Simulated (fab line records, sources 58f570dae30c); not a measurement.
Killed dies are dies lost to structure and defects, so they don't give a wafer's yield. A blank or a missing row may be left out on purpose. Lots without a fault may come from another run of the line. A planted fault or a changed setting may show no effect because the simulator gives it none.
Split-lot experiment | flow berkeley_cmos170 | 5 lots, 23 wafers read, on a route of 331 steps

THE SPLIT
At UCB170_GATE_EXPOSE_09 (exposes mask POLY, target cd 350 nm), the setting dose_mj was moved away from the recipe's 21 on 7 of the 23 wafers read, by +4.5% to +6.3%. The other wafers ran this setting at the recipe's value.

FROM THE SPLIT TO THE READING: what the file shows between them, 2 steps
- UCB170_GATE_PEB_10
- UCB170_GATE_DEVELOP_11: develop time 45 s

THE READING
cd_nm, in nm, at UCB170_GATE_CD_MEAS_12 (target cd 350 nm). Fault-free wafers of this fab line usually give 349.6 nm, standard deviation 1 nm.

wafer  | tool, chamber at the split | dose_mj as run | against the recipe | cd_nm, nm | against lot-mates on the recipe
L075.2 | krf_scanner-01, 0          | 21             | recipe             | 348.8     | -
L075.3 | krf_scanner-01, 0          | 21             | recipe             | 348.4     | -
L075.4 | krf_scanner-01, 0          | 21             | recipe             | 349.0     | -
L074.2 | krf_scanner-02, 0          | 22.09          | +5.2%              | 341.0     | -7.9
L074.3 | krf_scanner-02, 0          | 21             | recipe             | 348.4     | -
L074.4 | krf_scanner-02, 0          | 21             | recipe             | 349.9     | -
L074.5 | krf_scanner-02, 0          | 22.09          | +5.2%              | 339.8     | -9.1
L074.6 | krf_scanner-02, 0          | 21             | recipe             | 348.5     | -
L078.1 | krf_scanner-02, 0          | 22.33          | +6.3%              | 338.1     | -10.7
L078.2 | krf_scanner-02, 0          | 21             | recipe             | 349.3     | -
L078.3 | krf_scanner-02, 0          | 21             | recipe             | 348.3     | -
L078.4 | krf_scanner-02, 0          | 22.33          | +6.3%              | 339.5     | -9.3
L078.6 | krf_scanner-02, 0          | 21             | recipe             | 348.8     | -
L081.1 | krf_scanner-01, 0          | 21             | recipe             | 349.4     | -
L081.2 | krf_scanner-01, 0          | 21             | recipe             | 349.1     | -
L081.3 | krf_scanner-01, 0          | 21             | recipe             | 347.3     | -
L081.4 | krf_scanner-01, 0          | 21             | recipe             | 349.6     | -
L081.6 | krf_scanner-01, 0          | 21             | recipe             | 348.0     | -
L080.1 | krf_scanner-02, 0          | 21.94          | +4.5%              | 340.7     | -7.8
L080.2 | krf_scanner-02, 0          | 21             | recipe             | 347.9     | -
L080.3 | krf_scanner-02, 0          | 21.94          | +4.5%              | 341.6     | -6.9
L080.4 | krf_scanner-02, 0          | 21.94          | +4.5%              | 342.4     | -6.1
L080.5 | krf_scanner-02, 0          | 21             | recipe             | 349.1     | -

THE FIT
A straight line over all 23 wafers: cd_nm changes by -1.59 nm for each +1% of dose_mj; r = -0.99; the points scatter about the line by 0.7 nm.
The same after taking each lot's own level away (the mean of its wafers on the recipe; 23 wafers): -1.59 nm for each +1%; r = -0.99; scatter 0.69 nm.
On that fit, the largest move of dose_mj shifts the reading by 10 nm.
The lots' own levels span 348.50 to 348.93 nm, that is 0.4 times the standard deviation above.
So the lot-to-lot level changes the slope little: the two slopes agree.
Check: with one of the wafers moved furthest among these (+6.3%) left out of the fit, the line predicts -9.89 nm for it against its lot-mates. It came out at -10.7 nm against them.

OTHER SPLITS ON THESE WAFERS
These wafers also went through other splits before the reading. Each is held against what the fit with the lots' levels taken away leaves over:
other split on the same wafers     | wafers away from the commonest value | r with cd_nm (lot level and that fit taken away)
UCB170_START_OXIDATION_02 temp_c   | 10                                   | -0.03
UCB170_ZERO_COAT_01 spin_rpm       | 10                                   | +0.26
UCB170_NWELL_IMPLANT_14 energy_kev | 9                                    | +0.07
UCB170_ACTIVE_COAT_08 spin_rpm     | 11                                   | -0.15
UCB170_ACTIVE_PEB_11 peb_temp_c    | 6                                    | -0.14
UCB170_PFIELD_IMPLANT_07 dose_cm2  | 8                                    | +0.28

THE FILE'S OWN FIT
cd_nm changes by -1.6 nm for each +1% of dose_mj, r = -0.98.
